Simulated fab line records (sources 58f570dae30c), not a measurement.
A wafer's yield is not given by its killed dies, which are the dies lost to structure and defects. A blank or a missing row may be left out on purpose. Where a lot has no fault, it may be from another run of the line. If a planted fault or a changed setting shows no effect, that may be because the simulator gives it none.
8D (eight disciplines) problem report, filled in by code :: flow berkeley_cmos170 :: the parts of the form that need people (team, actions taken, sign-off) are left out

1. PROBLEM STATEMENT
Mean M2_AL_RS at UCB170_M2_RS_MEAS_02: 0.0363 ohm/sq over 6 wafers in 2 lots; fault-free wafers: 0.0321 ohm/sq, standard deviation 0.00031. Relative to the usual mean, that is a shift of +14 standard deviations.
The step: measures by four-point-probe.
Earliest sighting: wafer L825.1 on film_metro-03 at day 11 02:11. Wafers with a number at this step in the record: 42, from 14 lots. Rule for "out" (also "out of limits"): further than 4 standard deviations from the usual mean. The rest of the wafers with a number are treated as sound.

2. WHAT IT IS, WHAT IT ISN'T
question: which readings at this step
is: M2_AL_RS
is not: -

question: which lots
is: L825, L828
is not: L809, L811, L812, L813, L814, L815, L816, L818, L820, L823, L830, L831

question: which wafers of those lots
is: all that have a number
is not: -

question: read on which gauges
is: film_metro-01, film_metro-03
is not: film_metro-04

question: when
is: from day 11 02:11
is not: up to then (30 sound wafers); but 6 sound wafers of L830, L831 came after

3. SUSPECTS, AND WHAT RULES EACH OUT
Counting: a tool at a process step up to the reading stays a suspect if it ran every lot that is out and no sound lot after the first of them.
- ruled out: the gauge at UCB170_M2_RS_MEAS_02. Those wafers that are out were read across 2 gauges (film_metro-01, film_metro-03).
- plasma_asher-02 at UCB170_ACTIVE_STRIP_16 (strips in O2): kept. It processed each lot that is out, first L825 at day 7 16:06, and no sound lot thereafter; up to then, the last sound lot it processed was L823 at day 7 10:59.
- plasma_asher-02 at UCB170_GATE_STRIP_16 (strips in O2): kept. It processed each lot that is out, first L825 at day 9 18:22, and no sound lot thereafter; up to then, the last sound lot it processed was L823 at day 9 05:19.
- pvd_sputter-02 at UCB170_M2_SPUTTER_01 (material Al, target thk 900 nm, time 120 s): kept. It processed each lot that is out, first L825 at day 11 02:05, and no sound lot thereafter; up to then, the last sound lot it processed was L818 at day 9 21:57.
plasma_asher-02 at UCB170_ACTIVE_STRIP_16, plasma_asher-02 at UCB170_GATE_STRIP_16 and pvd_sputter-02 at UCB170_M2_SPUTTER_01 are what is left after counting.

4. THE CAUSE (what the simulator had put in)
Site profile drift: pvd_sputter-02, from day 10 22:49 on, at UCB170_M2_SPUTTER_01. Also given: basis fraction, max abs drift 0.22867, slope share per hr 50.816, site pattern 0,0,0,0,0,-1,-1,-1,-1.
Counting leaves 3 suspects; this tool is one of them.

5. THE EFFECT CHAIN, in route order
Each row: a reading where the mean over the struck wafers with a number is more than 3 standard deviations away from the usual. Scope: only readings with a usual standard deviation given in the record; hours: median across lots of the time from each lot's start at the first step in this table that gives one to its start at this step; sigmas: change in usual standard deviations.
hours: 0
step: UCB170_M2_RS_MEAS_02
reading: M2_AL_RS
usual: 0.0321 ohm/sq
on struck wafers: 0.0363
change: +0.0042
sigmas: +14

hours: 0
step: UCB170_M2_THK_MEAS_03
reading: M2_AL_THK
usual: 908 nm
on struck wafers: 822
change: -86
sigmas: -9.7

6. WHAT WOULD HAVE CAUGHT IT SOONER
The first out-of-limits reading at a measuring or inspecting step in this record came at day 11 02:11, 3 hours after the fault's start at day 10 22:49.
Tool readings at UCB170_M2_SPUTTER_01 with a usual standard deviation given in the record: none out on any struck wafer, hence no alarm at a limit of 4 standard deviations on them.
L828, from the lots that are out (2), started UCB170_M2_SPUTTER_01 on pvd_sputter-02 later than day 11 02:11. A tool hold placed at that time would have kept it from harm.
